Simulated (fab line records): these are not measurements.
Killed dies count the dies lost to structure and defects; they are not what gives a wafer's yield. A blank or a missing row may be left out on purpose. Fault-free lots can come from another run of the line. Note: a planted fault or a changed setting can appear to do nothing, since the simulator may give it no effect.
fab line records    flow rit-cmos
record: lots: 13  wafers: 39  last-day: 8
route steps=202 shown FOX2@27 NWELL@51 PWELL@52 PRETRO@73 M1@202
lots untouched by any fault: they come from a run of this same line in which no faults occurred
start-h: hours from the record's opening day to when the first of the lot's shown wafers began    wait-h: hours from the lot's prior step to this one    " repeats the value in the row above    L1.1+2: several wafers, shown together as one row    - no value, or no start was given    * or withheld: withheld    < > ~ a bound
route shown NAME@n: a module of which the file shows steps, and the number in the route of the first    usual: the fault-free wafers' mean and standard deviation    same: alike in all rows    chamber/n: place in a boat    sites: the reading at each site    _std_site: standard deviation of those values    _edge_site: the outer-site mean with the inner-site mean subtracted    radius-mm: for every site, how far away it sits from the centre of the wafer    mask NAME#n: copy n    behind: tool/chamber where the wafer was last shaped    hold: reason for holding the lot/hours on hold/outcome of the hold    device: transistor that didn't switch, given as n, p or np    end of line: at the end of the route, the tests of the same wafers    a step with no rows: only its recipe    killed: not the wafer's yield, but the dies lost to structure and defects at the first sort    map: shows each die of a wafer: x if killed, . if not, _ if none is there
set.NAME: setting as actually run; set.NAME@STEP: the setting as run at that earlier step    model.NAME: the simulator's own value behind a step, which no gauge read
the route's steps for a sample of lots (tables are steps, rows are wafers)
services: the hour from which a tool's chamber was out of use, counted from the record's first day as start-h (under 0 if before that day), plus the number of hours and why
== steps ==
step: RIT_FOX2_THK_MEAS_90
recipe: reads: SiO2_of_FOX2_OXIDATION_00
usual: FIELD_OXIDE_LEFT_1_THK: 325/5.3
lot.wafer  tool           chamber  start-h  wait-h  FIELD_OXIDE_LEFT_1_THK[nm]
L211.4     film-metro-01  -        25.65    0.0     319
L211.5     "              -        "        "       321
L211.6     "              -        "        "       318
L213.2     film-metro-03  -        36.68    0.0     322
L213.4     "              -        "        "       319
L213.6     "              -        "        "       321
L214.2     film-metro-03  -        45.07    0.0     326
L214.3     "              -        "        "       334
L214.4     "              -        "        "       325
L215.1     film-metro-01  -        47.08    0.0     333
L215.4     "              -        "        "       323
L215.5     "              -        "        "       332
L216.1     film-metro-01  -        50.71    0.0     325
L216.2     "              -        "        "       324
L216.4     "              -        "        "       326
L217.1     film-metro-03  -        57.04    0.0     333
L217.2     "              -        "        "       324
L217.6     "              -        "        "       324
L218.2     film-metro-02  -        61.31    0.0     323
L218.5     "              -        "        "       324
L218.6     "              -        "        "       327
L219.2     film-metro-03  -        65.30    0.0     320
L219.3     "              -        "        "       328
L219.4     "              -        "        "       324
L221.1     film-metro-03  -        75.40    0.0     325
L221.2     "              -        "        "       323
L221.6     "              -        "        "       326
L226.1     film-metro-01  -        102.35   0.0     318
L226.2     "              -        "        "       324
L226.4     "              -        "        "       316
L227.1     film-metro-02  -        106.44   0.0     324
L227.5     "              -        "        "       324
L227.6     "              -        "        "       323
L228.1     film-metro-01  -        110.88   0.0     319
L228.2     "              -        "        "       331
L228.4     "              -        "        "       325
L233.1     film-metro-02  -        140.20   0.0     332
L233.3     "              -        "        "       339
L233.4     "              -        "        "       342
step: RIT_WELLDRIVE_RS_MEAS_01
recipe: thk-meas-gauge: four-point-probe
usual: NWELL_RS: 273.0/0.74
lot.wafer  tool           chamber  start-h  wait-h  NWELL_RS[ohm/sq]
L211.4     film-metro-04  -        34.54    0.1     272.9
L211.5     "              -        "        "       272.6
L211.6     "              -        "        "       272.1
L213.2     film-metro-02  -        45.97    0.0     273.2
L213.4     "              -        "        "       273.1
L213.6     "              -        "        "       273.4
L214.2     film-metro-03  -        53.33    0.0     274.1
L214.3     "              -        "        "       273.4
L214.4     "              -        "        "       273.2
L215.1     film-metro-03  -        56.10    0.0     272.7
L215.4     "              -        "        "       272.7
L215.5     "              -        "        "       272.7
L216.1     film-metro-03  -        59.70    0.0     273.2
L216.2     "              -        "        "       273.6
L216.4     "              -        "        "       274.3
L217.1     film-metro-02  -        65.51    0.0     274.4
L217.2     "              -        "        "       273.9
L217.6     "              -        "        "       273.3
L218.2     film-metro-02  -        70.59    0.0     272.4
L218.5     "              -        "        "       272.5
L218.6     "              -        "        "       272.4
L219.2     film-metro-02  -        73.68    0.0     273.7
L219.3     "              -        "        "       273.5
L219.4     "              -        "        "       274.2
L221.1     film-metro-03  -        85.40    0.0     273.8
L221.2     "              -        "        "       273.4
L221.6     "              -        "        "       273.4
L226.1     film-metro-04  -        110.82   0.0     272.5
L226.2     "              -        "        "       272.0
L226.4     "              -        "        "       271.8
L227.1     film-metro-03  -        115.08   0.0     273.1
L227.5     "              -        "        "       272.6
L227.6     "              -        "        "       273.5
L228.1     film-metro-02  -        120.17   0.0     273.0
L228.2     "              -        "        "       272.6
L228.4     "              -        "        "       272.0
L233.1     film-metro-03  -        149.86   0.0     272.3
L233.3     "              -        "        "       273.0
L233.4     "              -        "        "       272.8
step: RIT_WELLDRIVE_RS_MEAS_02
recipe: thk-meas-gauge: four-point-probe
usual: PWELL_RS: 429.2/1.2
lot.wafer  tool           chamber  start-h  wait-h  PWELL_RS[ohm/sq]
L211.4     film-metro-04  -        34.66    0.1     432.8
L211.5     "              -        "        "       430.0
L211.6     "              -        "        "       430.2
L213.2     film-metro-02  -        46.09    0.1     428.8
L213.4     "              -        "        "       427.5
L213.6     "              -        "        "       429.2
L214.2     film-metro-03  -        53.45    0.1     429.3
L214.3     "              -        "        "       429.4
L214.4     "              -        "        "       429.0
L215.1     film-metro-03  -        56.22    0.1     430.7
L215.4     "              -        "        "       429.8
L215.5     "              -        "        "       430.8
L216.1     film-metro-03  -        59.82    0.1     428.1
L216.2     "              -        "        "       428.2
L216.4     "              -        "        "       428.7
L217.1     film-metro-02  -        65.63    0.1     427.5
L217.2     "              -        "        "       427.2
L217.6     "              -        "        "       427.1
L218.2     film-metro-02  -        70.71    0.1     428.4
L218.5     "              -        "        "       428.3
L218.6     "              -        "        "       428.4
L219.2     film-metro-02  -        73.80    0.1     427.0
L219.3     "              -        "        "       427.4
L219.4     "              -        "        "       427.8
L221.1     film-metro-03  -        85.52    0.1     428.2
L221.2     "              -        "        "       428.1
L221.6     "              -        "        "       429.2
L226.1     film-metro-04  -        110.94   0.1     430.7
L226.2     "              -        "        "       430.0
L226.4     "              -        "        "       430.6
L227.1     film-metro-03  -        115.20   0.1     429.2
L227.5     "              -        "        "       429.6
L227.6     "              -        "        "       429.2
L228.1     film-metro-02  -        120.29   0.1     428.7
L228.2     "              -        "        "       427.6
L228.4     "              -        "        "       428.6
L233.1     film-metro-03  -        149.98   0.1     429.6
L233.3     "              -        "        "       431.0
L233.4     "              -        "        "       431.1
step: RIT_PRETRO_STRIP_09
recipe: chemistry: O2  time-s: 180  resist: NOVOLAK  platen-temp-c: withheld  power-w: 500  pressure-mtorr: 4000  o2-flow-sccm: 4000
usual: drypump-motor-current-A: 5.8/0.62  run-length-s: 208.4/0.39
lot.wafer  tool             chamber  start-h  wait-h  drypump-motor-current-A  rf-hours-counter-h  run-length-s
L211.4     plasma-asher-02  0        37.65    0.1     6.0                      -                   208.2
L211.5     "                0        "        "       5.9                      -                   208.0
L211.6     "                1        "        "       4.8                      -                   208.1
L213.2     plasma-asher-04  0        49.22    0.1     6.3                      26                  208.0
L213.4     "                0        "        "       6.3                      -                   207.9
L213.6     "                1        "        "       5.3                      -                   207.9
L214.2     plasma-asher-03  0        56.60    0.1     6.2                      42                  208.5
L214.3     "                1        "        "       6.6                      -                   208.7
L214.4     "                0        "        "       6.2                      -                   208.4
L215.1     plasma-asher-02  1        59.33    0.1     4.8                      38                  208.6
L215.4     "                1        "        "       4.8                      -                   208.7
L215.5     "                0        "        "       5.9                      -                   208.1
L216.1     plasma-asher-02  1        63.13    0.1     4.8                      39                  208.3
L216.2     "                0        "        "       6.0                      39                  208.0
L216.4     "                1        "        "       4.8                      -                   208.2
L217.1     plasma-asher-02  0        69.07    0.1     5.9                      39                  208.2
L217.2     "                1        "        "       4.8                      39                  208.1
L217.6     "                1        "        "       4.8                      -                   208.1
L218.2     plasma-asher-03  0        73.81    0.1     6.2                      44                  209.1
L218.5     "                1        "        "       6.6                      -                   208.8
L218.6     "                0        "        "       6.2                      -                   208.4
L219.2     plasma-asher-04  0        76.90    0.1     6.3                      29                  208.1
L219.3     "                1        "        "       5.3                      -                   208.3
L219.4     "                0        "        "       6.3                      -                   207.9
L221.1     plasma-asher-03  1        88.76    0.1     6.5                      46                  208.6
L221.2     "                0        "        "       6.2                      46                  208.7
L221.6     "                1        "        "       6.6                      -                   208.8
L226.1     plasma-asher-03  0        114.26   0.1     6.2                      48                  208.5
L226.2     "                1        "        "       6.5                      48                  209.0
L226.4     "                0        "        "       6.2                      -                   209.0
L227.1     plasma-asher-02  1        118.43   0.1     4.8                      0                   208.2
L227.5     "                0        "        "       6.0                      -                   208.5
L227.6     "                1        "        "       4.9                      -                   208.2
L228.1     plasma-asher-04  0        123.75   0.2     6.3                      34                  27.6
L228.2     "                1        "        "       5.3                      34                  27.1
L228.4     "                1        "        "       5.3                      -                   28.0
L233.1     plasma-asher-03  1        153.10   0.1     6.5                      52                  208.7
L233.3     "                1        "        "       6.5                      -                   208.8
L233.4     "                0        "        "       6.3                      -                   208.5
step: RIT_M1_PROBE_99
usual: killed-at-contacts: 0.1/0.3  killed-at-front-end: 7/3.4  killed-dies: 7/3.4  killed-on-rim: 1.9/1.4  killed-open: 3.6/2.1  killed-short: 3.5/2.1
same: gross-dies: 264  killed_at_M0_to_M3: 0  killed_at_M4_up: 0  killed-at-back-side: 0  killed-at-other: 0
lot.wafer  tool       chamber  start-h  wait-h  killed-at-contacts  killed-at-front-end  killed-dies  killed-on-rim  killed-open  killed-short
L211.4     prober-02  -        64.02    0.2     0                   7                    7            1              3            4
L211.5     prober-02  -        64.07    0.2     0                   9                    9            3              5            4
L211.6     prober-02  -        64.12    0.2     0                   8                    8            0              2            6
L213.2     prober-02  -        77.39    0.1     0                   5                    5            1              4            1
L213.4     prober-02  -        77.49    0.2     0                   4                    4            2              2            2
L213.6     prober-02  -        77.59    0.2     0                   5                    5            1              1            4
L214.2     prober-01  -        83.04    0.1     0                   10                   10           2              4            6
L214.3     prober-01  -        83.09    0.2     0                   3                    3            0              2            1
L214.4     prober-01  -        83.14    0.2     0                   5                    5            0              3            2
L215.1     prober-02  -        84.63    0.1     0                   3                    3            1              1            2
L215.4     prober-02  -        84.78    0.2     1                   3                    4            3              2            2
L215.5     prober-02  -        84.83    0.2     0                   4                    4            2              3            1
L216.1     prober-01  -        92.65    0.1     0                   19                   19           6              13           6
L216.2     prober-01  -        92.70    0.1     1                   19                   20           4              9            11
L216.4     prober-01  -        92.80    0.2     0                   14                   14           3              7            7
L217.1     prober-02  -        98.04    0.1     0                   8                    8            4              2            6
L217.2     prober-02  -        98.09    0.1     0                   6                    6            0              4            2
L217.6     prober-02  -        98.29    0.2     0                   10                   10           4              3            7
L218.2     prober-01  -        99.88    0.1     0                   6                    6            2              4            2
L218.5     prober-01  -        100.03   0.2     0                   11                   11           3              5            6
L218.6     prober-01  -        100.08   0.2     0                   8                    8            2              6            2
L219.2     prober-02  -        103.97   0.1     1                   5                    6            2              3            3
L219.3     prober-02  -        104.02   0.2     0                   3                    3            2              1            2
L219.4     prober-02  -        104.07   0.2     0                   4                    4            0              2            2
L221.1     prober-02  -        118.73   0.1     0                   7                    7            1              4            3
L221.2     prober-02  -        118.78   0.1     0                   9                    9            1              5            4
L221.6     prober-02  -        118.98   0.2     0                   11                   11           2              6            5
L226.1     prober-01  -        139.74   0.1     0                   10                   10           2              7            3
L226.2     prober-01  -        139.79   0.1     0                   3                    3            2              1            2
L226.4     prober-01  -        139.89   0.2     1                   9                    10           3              5            5
L227.1     prober-02  -        143.39   0.1     0                   6                    6            2              5            1
L227.5     prober-02  -        143.59   0.2     0                   2                    2            1              0            2
L227.6     prober-02  -        143.64   0.2     0                   5                    5            3              2            3
L228.1     prober-01  -        155.56   0.1     0                   264                  264          70             2            1
L228.2     prober-01  -        155.61   0.1     0                   264                  264          70             2            1
L228.4     prober-01  -        155.71   0.2     0                   264                  264          70             1            1
L233.1     prober-01  -        181.95   0.1     0                   10                   10           2              7            3
L233.3     prober-01  -        182.05   0.2     0                   11                   11           3              6            5
L233.4     prober-01  -        182.10   0.2     0                   11                   11           1              4            7
killed by level:class
L211.4 GATE:geometric-particle:short=4 FOX1:geometric-particle:open=1 FOX2:geometric-particle:open=1 GATE:geometric-particle:open=1
L211.5 GATE:geometric-particle:open=3 GATE:geometric-particle:short=2 FOX2:geometric-particle:open=1 REOX:geometric-particle:short=1 SPACER:geometric-particle:short=1 SPACER:geometric-particle:open=1
L211.6 GATE:geometric-particle:short=4 GATE:geometric-particle:open=2 SPACER:geometric-particle:short=1 SILICIDE:geometric-particle:short=1
L213.2 FOX1:geometric-particle:open=2 GATE:geometric-particle:open=2 GATE:geometric-particle:short=1
L213.4 FOX1:geometric-particle:short=1 GATE:geometric-particle:open=1 SILICIDE:geometric-particle:short=1 SILICIDE:geometric-particle:open=1
L213.6 FOX1:geometric-particle:short=2 GATE:geometric-particle:open=1 SPACER:geometric-particle:short=1 SILICIDE:geometric-particle:short=1
L214.2 FOX1:geometric-particle:short=2 GATE:geometric-particle:short=2 ACTIVE:geometric-particle:open=1 FOX1:geometric-particle:open=1 GATE:geometric-particle:open=1 REOX:geometric-particle:short=1 REOX:geometric-particle:open=1 SPACER:geometric-particle:short=1
L214.3 GATE:geometric-particle:short=1 GATE:geometric-particle:open=1 SPACER:geometric-particle:open=1
L214.4 REOX:geometric-particle:open=2 FOX1:geometric-particle:open=1 GATE:geometric-particle:short=1 REOX:geometric-particle:short=1
L215.1 GATE:geometric-particle:short=2 SILICIDE:geometric-particle:open=1
L215.4 FOX2:geometric-particle:open=1 SPACER:geometric-particle:open=1 SPACER:geometric-particle:short=1 CONTACT:geometric-particle:short=1
L215.5 GATE:geometric-particle:open=2 FOX2:geometric-particle:open=1 FOX2:geometric-particle:short=1
L216.1 GATE:geometric-particle:open=4 SILICIDE:geometric-particle:open=4 GATE:geometric-particle:short=3 REOX:geometric-particle:short=3 FOX2:geometric-particle:open=2 FOX1:geometric-particle:open=1 REOX:geometric-particle:open=1 SPACER:geometric-particle:open=1
L216.2 REOX:geometric-particle:open=6 GATE:geometric-particle:short=3 FOX1:geometric-particle:short=2 FOX2:geometric-particle:short=2 REOX:geometric-particle:short=2 FOX2:geometric-particle:open=1 SILICIDE:geometric-particle:open=1 GATE:geometric-particle:open=1
L216.4 FOX1:geometric-particle:short=4 REOX:geometric-particle:open=3 FOX1:geometric-particle:open=1 FOX2:geometric-particle:open=1 GATE:geometric-particle:short=1 GATE:geometric-particle:open=1 SPACER:geometric-particle:short=1 SILICIDE:geometric-particle:open=1
L217.1 FOX1:geometric-particle:short=3 GATE:geometric-particle:short=2 GATE:geometric-particle:open=1 REOX:geometric-particle:open=1 REOX:geometric-particle:short=1
L217.2 SPACER:geometric-particle:open=2 FOX1:geometric-particle:open=1 FOX1:geometric-particle:short=1 FOX2:geometric-particle:open=1 SPACER:geometric-particle:short=1
L217.6 GATE:geometric-particle:short=3 FOX1:geometric-particle:short=2 REOX:geometric-particle:short=2 REOX:geometric-particle:open=2 GATE:geometric-particle:open=1
L218.2 SILICIDE:geometric-particle:open=2 FOX1:geometric-particle:open=1 GATE:geometric-particle:open=1 GATE:geometric-particle:short=1 SILICIDE:geometric-particle:short=1
L218.5 GATE:geometric-particle:short=4 GATE:geometric-particle:open=2 FOX1:geometric-particle:short=1 FOX2:geometric-particle:open=1 REOX:geometric-particle:open=1 REOX:geometric-particle:short=1 SILICIDE:geometric-particle:open=1
L218.6 FOX1:geometric-particle:open=2 GATE:geometric-particle:open=2 REOX:geometric-particle:open=2 GATE:geometric-particle:short=1 SILICIDE:geometric-particle:short=1
L219.2 FOX1:geometric-particle:short=1 GATE:geometric-particle:open=1 REOX:geometric-particle:open=1 REOX:geometric-particle:short=1 SILICIDE:geometric-particle:open=1 CONTACT:geometric-particle:short=1
L219.3 REOX:geometric-particle:short=2 SILICIDE:geometric-particle:open=1
L219.4 FOX2:geometric-particle:short=1 GATE:geometric-particle:short=1 GATE:geometric-particle:open=1 SILICIDE:geometric-particle:open=1
L221.1 GATE:geometric-particle:open=3 GATE:geometric-particle:short=1 REOX:geometric-particle:open=1 SPACER:geometric-particle:short=1 SILICIDE:geometric-particle:short=1
L221.2 GATE:geometric-particle:open=3 GATE:geometric-particle:short=2 FOX1:geometric-particle:short=1 REOX:geometric-particle:open=1 SPACER:geometric-particle:open=1 SILICIDE:geometric-particle:short=1
L221.6 GATE:geometric-particle:short=4 GATE:geometric-particle:open=2 SPACER:geometric-particle:open=2 FOX1:geometric-particle:open=1 REOX:geometric-particle:short=1 REOX:geometric-particle:open=1
L226.1 GATE:geometric-particle:open=5 GATE:geometric-particle:short=3 SPACER:geometric-particle:open=1 SILICIDE:geometric-particle:open=1
L226.2 FOX1:geometric-particle:short=1 FOX2:geometric-particle:short=1 FOX2:geometric-particle:open=1
L226.4 GATE:geometric-particle:open=3 FOX2:geometric-particle:short=2 FOX1:geometric-particle:short=1 FOX1:geometric-particle:open=1 GATE:geometric-particle:short=1 SILICIDE:geometric-particle:open=1 CONTACT:geometric-particle:short=1
L227.1 GATE:geometric-particle:open=4 GATE:geometric-particle:short=1 REOX:geometric-particle:open=1
L227.5 FOX1:geometric-particle:short=1 GATE:geometric-particle:short=1
L227.6 GATE:geometric-particle:open=2 FOX1:geometric-particle:short=1 GATE:geometric-particle:short=1 SPACER:geometric-particle:short=1
L228.1 GATE:area-oxidation=261 FOX2:geometric-particle:open=1 FOX2:geometric-particle:short=1 SILICIDE:geometric-particle:open=1
L228.2 GATE:area-oxidation=261 REOX:geometric-particle:open=1 REOX:geometric-particle:short=1 SILICIDE:geometric-particle:open=1
L228.4 GATE:area-oxidation=262 FOX1:geometric-particle:open=1 SILICIDE:geometric-particle:short=1
L233.1 FOX1:geometric-particle:open=3 FOX2:geometric-particle:open=2 SPACER:geometric-particle:open=2 SPACER:geometric-particle:short=2 GATE:geometric-particle:short=1
L233.3 GATE:geometric-particle:short=3 GATE:geometric-particle:open=3 SILICIDE:geometric-particle:short=2 SILICIDE:geometric-particle:open=2 FOX1:geometric-particle:open=1
L233.4 GATE:geometric-particle:open=3 GATE:geometric-particle:short=3 FOX1:geometric-particle:short=2 FOX1:geometric-particle:open=1 FOX2:geometric-particle:short=1 SILICIDE:geometric-particle:short=1
== services ==
tool             chamber  start-h  hours  kind
plasma-asher-04  -        28.31    5.7    repair
plasma-asher-03  -        70.37    1.0    repair
plasma-asher-02  -        77.49    2.8    pm
plasma-asher-03  -        93.07    7.8    repair
plasma-asher-02  -        108.75   9.0    pm
plasma-asher-02  0        108.75   9.0    vent-cycle
plasma-asher-02  1        108.75   9.0    vent-cycle
plasma-asher-02  0        117.75   -      clean
plasma-asher-02  1        117.75   -      clean
plasma-asher-02  -        143.74   0.5    repair
== key ==
first-sign: step: RIT_PRETRO_STRIP_09  reading: run-length-s  direction: down  sigmas: 99+  usual: *  struck: *
effect: step: RIT_M1_PROBE_99  reading: killed-at-front-end  direction: up  sigmas: 76  usual: 7  struck: 264
more-kills-born-at: RIT_GATE_OXIDATION_05@furnace-03: 784
met-at RIT_PRETRO_STRIP_09
struck-lots L228
later-rows-left-out L228.1,L228.2,L228.4
tester-left-out L228
not-acting-at RIT_FOX2_THK_MEAS_90,RIT_WELLDRIVE_RS_MEAS_01,RIT_WELLDRIVE_RS_MEAS_02
onset-between 76.90 123.75
fault: kind: strip-aborted  tool: plasma-asher-04  chamber: -  onset-h: 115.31  steps: RIT_PRETRO_STRIP_09  offset: 0.85  end-h: 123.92
tester-left-out: of these lots the tester's yield and bins aren't shown, on N5 and GAA mostly nor the transistor test; their killed dies are dies lost to structure and defects alone, not to doping, threshold or leakage, so they don't give the yield
later-rows-left-out: the simulator's readings of these wafers behind a module that went badly wrong aren't trusted and aren't shown, but for the sort
